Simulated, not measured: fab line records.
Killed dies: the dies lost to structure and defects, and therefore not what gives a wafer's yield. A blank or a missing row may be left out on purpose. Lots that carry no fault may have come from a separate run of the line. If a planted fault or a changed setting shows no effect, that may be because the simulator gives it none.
Which tool is to blame? + flow berkeleyCmos170 + 14 lots, 42 wafers sampled, at 3 steps of a route of 331

== WHAT THE GAUGES READ, wafer by wafer ==
UCB170_M3_CD_MEAS_90: target cd 700 nm.
| lot  | measured     | on       | cdNm (nm)   |
|------|--------------|----------|-------------|
| L625 | day 9 03:11  | cdSem-02 | 699 697 696 |
| L629 | day 9 15:41  | cdSem-01 | 699 698 700 |
| L627 | day 9 16:53  | cdSem-01 | - - -       |
| L626 | day 9 17:52  | cdSem-02 | - - -       |
| L638 | day 11 14:29 | cdSem-02 | 699 705 698 |
| L639 | day 11 17:46 | cdSem-01 | 703 699 697 |
| L640 | day 12 06:01 | cdSem-01 | 700 700 702 |
| L643 | day 12 16:17 | cdSem-02 | 702 702 704 |
| L641 | day 12 16:31 | cdSem-01 | 695 697 694 |
| L642 | day 12 22:02 | cdSem-01 | 694 696 700 |
| L644 | day 13 12:26 | cdSem-02 | 703 699 697 |
| L647 | day 14 02:46 | cdSem-01 | 695 702 696 |
| L646 | day 14 02:52 | cdSem-02 | 702 696 701 |
| L648 | day 14 15:04 | cdSem-01 | 698 699 698 |

== EACH LOT AND THE TOOL THAT RAN IT (in order: tool; ch and the chambers of the sampled wafers; start) ==
| lot  | UCB170_M3_METAL_ETCH_18          | UCB170_M3_STRIP_19                  |
|------|----------------------------------|-------------------------------------|
| L625 | rieMetal-03 ch 0,1, day 9 02:56  | plasmaAsher-04 ch 0,1, day 9 03:05  |
| L629 | rieMetal-02 ch 0,1, day 9 15:24  | plasmaAsher-02 ch 0,1, day 9 15:35  |
| L627 | rieMetal-03 ch 0,1, day 9 16:35  | plasmaAsher-02 ch 0,1, day 9 16:47  |
| L626 | rieMetal-01 ch 0, day 9 17:25    | plasmaAsher-01 ch 0,1, day 9 17:44  |
| L638 | rieMetal-02 ch 0,1, day 11 14:12 | plasmaAsher-02 ch 0,1, day 11 14:23 |
| L639 | rieMetal-01 ch 0,1, day 11 17:29 | plasmaAsher-01 ch 0,1, day 11 17:38 |
| L640 | rieMetal-03 ch 1, day 12 05:43   | plasmaAsher-02 ch 0,1, day 12 05:55 |
| L643 | rieMetal-01 ch 0,1, day 12 15:53 | plasmaAsher-02 ch 0,1, day 12 16:04 |
| L641 | rieMetal-02 ch 1, day 12 16:14   | plasmaAsher-01 ch 0,1, day 12 16:25 |
| L642 | rieMetal-03 ch 0,1, day 12 21:44 | plasmaAsher-01 ch 1, day 12 21:55   |
| L644 | rieMetal-03 ch 0,1, day 13 12:11 | plasmaAsher-04 ch 0,1, day 13 12:20 |
| L647 | rieMetal-03 ch 0,1, day 14 02:29 | plasmaAsher-02 ch 0,1, day 14 02:40 |
| L646 | rieMetal-01 ch 0,1, day 14 02:33 | plasmaAsher-01 ch 0,1, day 14 02:44 |
| L648 | rieMetal-01 ch 0,1, day 14 14:46 | plasmaAsher-01 ch 0,1, day 14 14:58 |
- UCB170_M3_METAL_ETCH_18: etches Al in Cl2/BCl3, stops on SiO2, target depth 1170 nm, time 195 s.
- UCB170_M3_STRIP_19: strips in O2.

== WHAT THE TOOLS THEMSELVES READ (means of the sampled wafers that have a number; where no wafer has one, the mark that the record gives instead) ==
UCB170_M3_METAL_ETCH_18.
| lot  | tool        | bcl3FlowSccm (sccm) | biasW (W) | drypumpMotorCurrentA (A) | heBacksideLeakSccm (sccm) | oesProductAu (a.u.) | rfFwdPowerW (W) | throttleValvePct (%) |
|------|-------------|---------------------|-----------|--------------------------|---------------------------|---------------------|-----------------|----------------------|
| L625 | rieMetal-03 | 44.97               | 119.9     | 5.8                      | 3.22                      | 0.861               | 600.0           | 24.53                |
| L629 | rieMetal-02 | 45.00               | 119.8     | 5.5                      | 3.33                      | 0.848               | 597.3           | 24.61                |
| L627 | rieMetal-03 | -                   | -         | -                        | -                         | -                   | -               | -                    |
| L626 | rieMetal-01 | -                   | -         | -                        | -                         | -                   | -               | -                    |
| L638 | rieMetal-02 | 44.88               | 120.0     | 6.0                      | 3.25                      | 0.846               | 597.3           | 24.44                |
| L639 | rieMetal-01 | 44.93               | 120.0     | 6.0                      | 3.50                      | 0.861               | 596.9           | 24.17                |
| L640 | rieMetal-03 | 45.01               | 120.7     | 5.7                      | 3.33                      | 0.863               | 598.4           | 24.49                |
| L643 | rieMetal-01 | 44.87               | 119.9     | 6.1                      | 3.36                      | 0.853               | 597.0           | 24.18                |
| L641 | rieMetal-02 | 45.01               | 120.0     | 6.4                      | 3.06                      | 0.848               | 600.6           | 24.25                |
| L642 | rieMetal-03 | 45.02               | 119.6     | 5.8                      | 3.22                      | 0.849               | 597.5           | 24.53                |
| L644 | rieMetal-03 | 45.00               | 119.8     | 5.7                      | 3.30                      | 0.847               | 600.0           | 24.53                |
| L647 | rieMetal-03 | 45.21               | 120.5     | 5.7                      | 4.05                      | 0.856               | 599.0           | 24.52                |
| L646 | rieMetal-01 | 45.01               | 120.6     | 6.0                      | 3.27                      | 0.869               | 597.3           | 24.18                |
| L648 | rieMetal-01 | 44.96               | 119.7     | 6.0                      | 3.24                      | 0.866               | 597.7           | 24.18                |

UCB170_M3_STRIP_19.
| lot  | tool           | drypumpMotorCurrentA (A) | oesProductAu (a.u.) |
|------|----------------|--------------------------|---------------------|
| L625 | plasmaAsher-04 | 5.2                      | 0.521               |
| L629 | plasmaAsher-02 | 5.5                      | 0.541               |
| L627 | plasmaAsher-02 | 5.8                      | 0.732               |
| L626 | plasmaAsher-01 | 5.6                      | 0.723               |
| L638 | plasmaAsher-02 | 5.8                      | 0.528               |
| L639 | plasmaAsher-01 | 5.9                      | 0.553               |
| L640 | plasmaAsher-02 | 5.8                      | 0.540               |
| L643 | plasmaAsher-02 | 5.8                      | 0.563               |
| L641 | plasmaAsher-01 | 5.8                      | 0.513               |
| L642 | plasmaAsher-01 | 6.2                      | 0.529               |
| L644 | plasmaAsher-04 | 5.1                      | 0.527               |
| L647 | plasmaAsher-02 | 5.5                      | 0.542               |
| L646 | plasmaAsher-01 | 5.9                      | 0.558               |
| L648 | plasmaAsher-01 | 5.6                      | 0.560               |

== THE ANSWER, worked out from the rows above alone ==
Rule: what is usual is taken from the lots themselves. Put in order of their means at a reading, lots are off if they are a third of the lots or fewer, leave a main group of 4 or more, and stand apart from it by a gap of 3 or more times the standard deviation of the main group's means; of several such gaps the widest counts. Not used: any main group whose means are identical at the precision the tables above print for the reading. A lot without any number at a reading at which 4 lots or more have one is off too. All remaining lots with rows at the step are treated as sound. The gauges are gone through in route order, then the tools' own readings, and for those a lot's mean is taken as printed above. The first step at which some lot is off is used, and at that step the reading that is off furthest; a lot without a number counts as furthest.
Off at UCB170_M3_CD_MEAS_90 (cdNm): L627, L626. Without a number there: L627, L626. The main group: mean 699 nm, standard deviation 1.9.
If a tool, at a process step before that reading, ran all the lots that are off and no sound lot after the first of them, it fits. The gauges at UCB170_M3_CD_MEAS_90 aren't tried: what is off there is off at UCB170_M3_METAL_ETCH_18 too, on other tools, and a gauge's error can't cause that. Of those tried, none fits.

== WHAT THE SIMULATOR PUT IN ==
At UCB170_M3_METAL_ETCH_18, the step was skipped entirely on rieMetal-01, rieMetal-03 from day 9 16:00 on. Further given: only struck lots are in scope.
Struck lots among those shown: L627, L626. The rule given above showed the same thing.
